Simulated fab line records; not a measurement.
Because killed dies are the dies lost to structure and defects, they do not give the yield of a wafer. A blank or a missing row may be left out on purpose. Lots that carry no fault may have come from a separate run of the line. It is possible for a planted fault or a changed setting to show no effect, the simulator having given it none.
Problem report in the 8D (eight disciplines) form, filled by code || flow berkeley cmos170 || the parts of the form that need people (team, actions taken, sign-off) are left out

== 1. PROBLEM STATEMENT ==
Mean of run length s at UCB170_GATE_ETCH_15: 62.4 s across 6 wafers in 2 lots; on wafers with no fault it is 84.7 s (standard deviation 0.5). That is -45 standard deviations from the usual mean.
The step: etches poly-Si in HBr/Cl2, stops on SiO2, time 56.3 s, target depth 278.2 nm.
First observed at day 9 19:59: wafer L200.2, on rie si-01. The record holds 18 wafers of 6 lots with a number at this step. Rule for "out", or "out of limits": more than 4 standard deviations from the usual mean. The rest of the wafers with a number are treated as sound.

== 2. WHAT THIS IS AND IS NOT ==
{"question": "which readings at this step", "is": "run length s, oes product au", "is not": "HBr_flow_sccm, chamber pressure mTorr, drypump motor current A, he backside leak sccm, throttle valve pct"}
{"question": "which lots", "is": "L200, L201", "is not": "L184, L192, L193, L194"}
{"question": "which wafers of those lots", "is": "all that have a number", "is not": "-"}
{"question": "read on which tools", "is": "rie si-01", "is not": "rie si-02"}
{"question": "when", "is": "from day 9 19:59", "is not": "up to then (12 sound wafers)"}

== 3. SUSPECTS, AND WHAT RULES EACH OUT ==
Counting: any tool at a process step up to the reading is kept as a suspect provided that every lot that is out went through it and no sound lot did after the first of them.
- rie si-01 at UCB170_GATE_ETCH_15 (etches poly-Si in HBr/Cl2, stops on SiO2, time 56.3 s, target depth 278.2 nm): kept. Every lot that is out went through it, starting with L200 (day 9 19:59), and after that it ran no sound lot; the last sound lot it ran before then is L194 (day 8 15:02). Its own readings are out on those wafers: oes product au, run length s.
Left after counting: rie si-01 at UCB170_GATE_ETCH_15.

== 4. THE CAUSE (what the simulator had put in) ==
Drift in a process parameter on rie si-01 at UCB170_GATE_ETCH_15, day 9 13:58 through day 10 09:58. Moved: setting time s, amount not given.
Only this tool survived the counting.

== 5. THE EFFECT CHAIN, in route order ==
One row per reading whose mean, taken over the struck wafers that have a number, lies over 3 standard deviations from the usual. Readings are gone through only where the record gives a usual standard deviation; hours: the median, over the lots, of the time from a lot's start at the first step in this table giving one to that lot's start at this step; sigmas: the change measured in usual standard deviations.
{"hours": 0, "step": "UCB170_GATE_ETCH_15", "reading": "oes product au", "usual": "0.830 a.u.", "on struck wafers": 0.992, "change": "+0.162", "sigmas": "+9.5"}
{"hours": 0, "step": "UCB170_GATE_ETCH_15", "reading": "run length s", "usual": "84.7 s", "on struck wafers": 62.4, "change": -22.3, "sigmas": -45}
Here are the process steps it includes:
- UCB170_GATE_ETCH_15: etches poly-Si in HBr/Cl2, stops on SiO2, time 56.3 s, target depth 278.2 nm.

== 6. WHAT WOULD HAVE CAUGHT IT SOONER ==
First out-of-limits reading in this record: day 9 19:59, which is 6 hours after fault onset at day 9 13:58.
